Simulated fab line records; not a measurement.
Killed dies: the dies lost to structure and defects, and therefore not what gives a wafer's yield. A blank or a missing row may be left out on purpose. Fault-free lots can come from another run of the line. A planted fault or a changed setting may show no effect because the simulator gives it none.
A lot that was struck, set against a sound lot || flow ritCmos || 17 steps out of a route of 202
Sound: the wafers L107.1, L107.2, L107.6. Struck: wafer L124.1 (left out: L124.2, L124.5 of the same lot, which were not struck); the cause appears at the end.
Order at every step that has rows: each side's tool, ch and its chambers, its first start. Under that, the readings that differ: sound wafers || struck wafers || difference of the means || sigmas: that difference in standard deviations of wafers without a fault.
alike: words and numbers the same on both sides, and readings whose means are apart by under 2 such deviations; not compared: readings that were withheld, readings missing a value for some wafer, numbers with overlapping values and no deviation given by the record, and bounds like >300 which may hide the same value.
Wherever a step has rows on one side only, a row that says differs or no value, or a row with sigmas, the two part there. Non-overlapping numbers with no deviation appear without sigmas and do not part them. A reading missing from all wafers of one side parts the sides only when that side holds two or more wafers.

first, 1 step without rows for these wafers: RIT_PSD_IMPLANT_08.
RIT_PSD_STRIP_09: strips in O2, time 180 s.
  sound on plasmaAsher-03 ch 0,1, day 3 13:52; struck on plasmaAsher-03 ch 1, day 7 07:45
  alike: drypumpMotorCurrentA, o2FlowSccm
  not compared: rfHoursCounterH
RIT_PSD_TW_MEAS_10:
  struck on filmMetro-04, day 7 07:55; sound on filmMetro-01, day 3 14:02
  alike: PSD_TW
then, 3 steps without rows for these wafers: RIT_SDANNEAL_CLEAN_00 (cleans in SC1, time 600 s); RIT_SDANNEAL_CLEAN_01 (cleans in dHF, time 30 s); RIT_SDANNEAL_CLEAN_02 (cleans in SC2, time 600 s).
RIT_SDANNEAL_RTA_03: time 5 s.
  sound on rtpAnneal-01 ch 0, day 3 14:30; struck on rtpAnneal-02 ch 0, day 7 08:31
{"reading": "annealTempCMax", "sound": "1053.4 1054.8 1053.3", "struck": 1060.8, "difference": "+7.0", "sigmas": "+3"}
  alike: rampUpCPerS, wafer_temp_C_max
RIT_SDANNEAL_RS_MEAS_04: the measuring method here is four-point-probe.
  struck on filmMetro-01, day 7 08:35; sound on filmMetro-04, day 3 14:34
{"reading": "PSD_RS (ohm/sq)", "sound": "115.24 115.78 115.41", "struck": 116.28, "difference": "+0.80", "sigmas": "+3"}
RIT_SDANNEAL_RS_MEAS_05: the measuring method here is four-point-probe.
  struck on filmMetro-01, day 7 08:42; sound on filmMetro-04, day 3 14:41
  alike: NSD_RS
RIT_SDANNEAL_RS_MEAS_06: the measuring method here is four-point-probe.
  struck on filmMetro-01, day 7 08:49; sound on filmMetro-04, day 3 14:48
{"reading": "PLDD_RS (ohm/sq)", "sound": "177.6 178.3 178.2", "struck": 179.2, "difference": "+1.2", "sigmas": "+3"}
RIT_SDANNEAL_RS_MEAS_07: the measuring method here is four-point-probe.
  struck on filmMetro-01, day 7 08:56; sound on filmMetro-04, day 3 14:55
  alike: NLDD_RS
then, 1 step without rows for these wafers: RIT_SILICIDE_WET_ETCH_00 (etches SiO2 in BOE, target depth 14 nm, time 15 s).
RIT_SILICIDE_SPUTTER_01: material Ti, target thk 30 nm, time 240 s.
  struck on pvdSputter-04, day 7 09:04; sound on pvdSputter-01, day 3 15:03
{"reading": "model.Ti_of_SILICIDE_SPUTTER_01.thkNm (nm)", "sound": "30.55 29.53 29.39", "struck": 33.32, "difference": "+3.50", "sigmas": ""}
  alike: throttleValvePct
RIT_SILICIDE_RS_MEAS_02: the measuring method here is four-point-probe.
  struck on filmMetro-02, day 7 09:13; sound on filmMetro-04, day 3 15:12
{"reading": "SILICIDE_TI_RS (ohm/sq)", "sound": "46.7 48.8 49.2", "struck": 41.9, "difference": -6.3, "sigmas": -7}
RIT_SILICIDE_THK_MEAS_03: measures by xrf.
  struck on filmMetro-02, day 7 09:20; sound on filmMetro-04, day 3 15:19
{"reading": "SILICIDE_TI_THK (nm)", "sound": "30.9 30.0 29.7", "struck": 33.5, "difference": "+3.3", "sigmas": "+7"}
RIT_SILICIDE_RTA_04: time 10 s, ramp up 5 s, ramp down 5 s.
  sound on rtpAnneal-02 ch 0, day 3 15:23; struck on rtpAnneal-01 ch 0, day 7 09:24
  alike: annealTempCMax, wafer_temp_C_max
RIT_M1_PROBE_99:
  struck on prober-02, day 7 16:20; sound on prober-01, day 3 23:11
{"reading": "model.etest.npolyLine.lineOhmUm", "sound": "171.5 172.7 172.6", "struck": 161.3, "difference": -11.0, "sigmas": ""}
{"reading": "model.etest.contactPplus.endOhmUm", "sound": "45.63 44.45 43.41", "struck": 48.26, "difference": "+3.76", "sigmas": ""}
{"reading": "model.etest.contactNplus.endOhmUm", "sound": "42.46 41.36 40.02", "struck": 45.24, "difference": "+3.96", "sigmas": ""}
{"reading": "model.etest.npolyLine.rsOhmSq", "sound": "16.83 17.19 17.09", "struck": 15.66, "difference": -1.38, "sigmas": ""}
{"reading": "model.etest.ppolyLine.rsOhmSq", "sound": "16.28 16.71 16.65", "struck": 15.36, "difference": -1.19, "sigmas": ""}
{"reading": "model.etest.npolySal.rsOhmSq", "sound": "4.275 4.393 4.383", "struck": 3.997, "difference": -0.353, "sigmas": ""}
{"reading": "model.etest.ppolySal.rsOhmSq", "sound": "4.244 4.357 4.316", "struck": 3.967, "difference": -0.339, "sigmas": ""}
{"reading": "model.etest.pplusSal.rsOhmSq", "sound": "4.269 4.366 4.352", "struck": 3.959, "difference": -0.370, "sigmas": ""}
  alike: killedAtFrontEnd, killedDies, killedOpen, killedShort

## WHERE THEY PART
First at RIT_SDANNEAL_RTA_03; last, within this record, at RIT_SILICIDE_THK_MEAS_03. Later steps at which nothing parts them and some readings are alike: RIT_SILICIDE_RTA_04, RIT_M1_PROBE_99.

WHY: what had been put in by the simulator
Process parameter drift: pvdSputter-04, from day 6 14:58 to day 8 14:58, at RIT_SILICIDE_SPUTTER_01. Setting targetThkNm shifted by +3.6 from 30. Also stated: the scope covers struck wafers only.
